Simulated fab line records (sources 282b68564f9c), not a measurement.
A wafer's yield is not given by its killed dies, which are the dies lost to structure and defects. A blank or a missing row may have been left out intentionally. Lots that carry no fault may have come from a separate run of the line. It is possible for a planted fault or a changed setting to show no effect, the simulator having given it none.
Which tool was responsible? || flow rit_cmos || route of 202 steps, sampled at 1 step: 7 lots, 21 wafers

WHAT EACH GAUGE READ, for each wafer
RIT_FOX1_THK_MEAS_01.
{"lot": "L264", "measured": "day 1 23:05", "on": "film_metro-03", "FOX1_OXIDE_THK (nm)": "351 351 357"}
{"lot": "L267", "measured": "day 2 14:11", "on": "film_metro-03", "FOX1_OXIDE_THK (nm)": "340 340 344"}
{"lot": "L269", "measured": "day 3 00:07", "on": "film_metro-02", "FOX1_OXIDE_THK (nm)": "335 338 341"}
{"lot": "L272", "measured": "day 3 13:49", "on": "film_metro-01", "FOX1_OXIDE_THK (nm)": "346 349 348"}
{"lot": "L275", "measured": "day 4 04:57", "on": "film_metro-03", "FOX1_OXIDE_THK (nm)": "336 331 332"}
{"lot": "L284", "measured": "day 6 01:58", "on": "film_metro-01", "FOX1_OXIDE_THK (nm)": "350 349 344"}
{"lot": "L286", "measured": "day 6 14:25", "on": "film_metro-02", "FOX1_OXIDE_THK (nm)": "340 346 346"}

EACH LOT AND THE TOOL THAT RAN IT (in order: tool; ch and the chambers of the sampled wafers; start)
The record holds no process step before these readings.

THE ANSWER, worked out from the rows above alone
Rule: the lots themselves supply what counts as usual. Put in order of their means at a reading, lots are off if they are a third of the lots or fewer, leave a main group of 4 or more, and stand apart from it by a gap of 3 or more times the standard deviation of the main group's means; of several such gaps the widest counts. The tables above print the reading to a certain number of digits; a main group whose means all agree to those digits is not used. Also off: a lot with no number at a reading for which 4 or more lots have one. Any other lot the step has rows for is counted as sound.
No lot is off at any reading shown: from this, nothing can be told.

WHAT THE SIMULATOR HAD PUT IN
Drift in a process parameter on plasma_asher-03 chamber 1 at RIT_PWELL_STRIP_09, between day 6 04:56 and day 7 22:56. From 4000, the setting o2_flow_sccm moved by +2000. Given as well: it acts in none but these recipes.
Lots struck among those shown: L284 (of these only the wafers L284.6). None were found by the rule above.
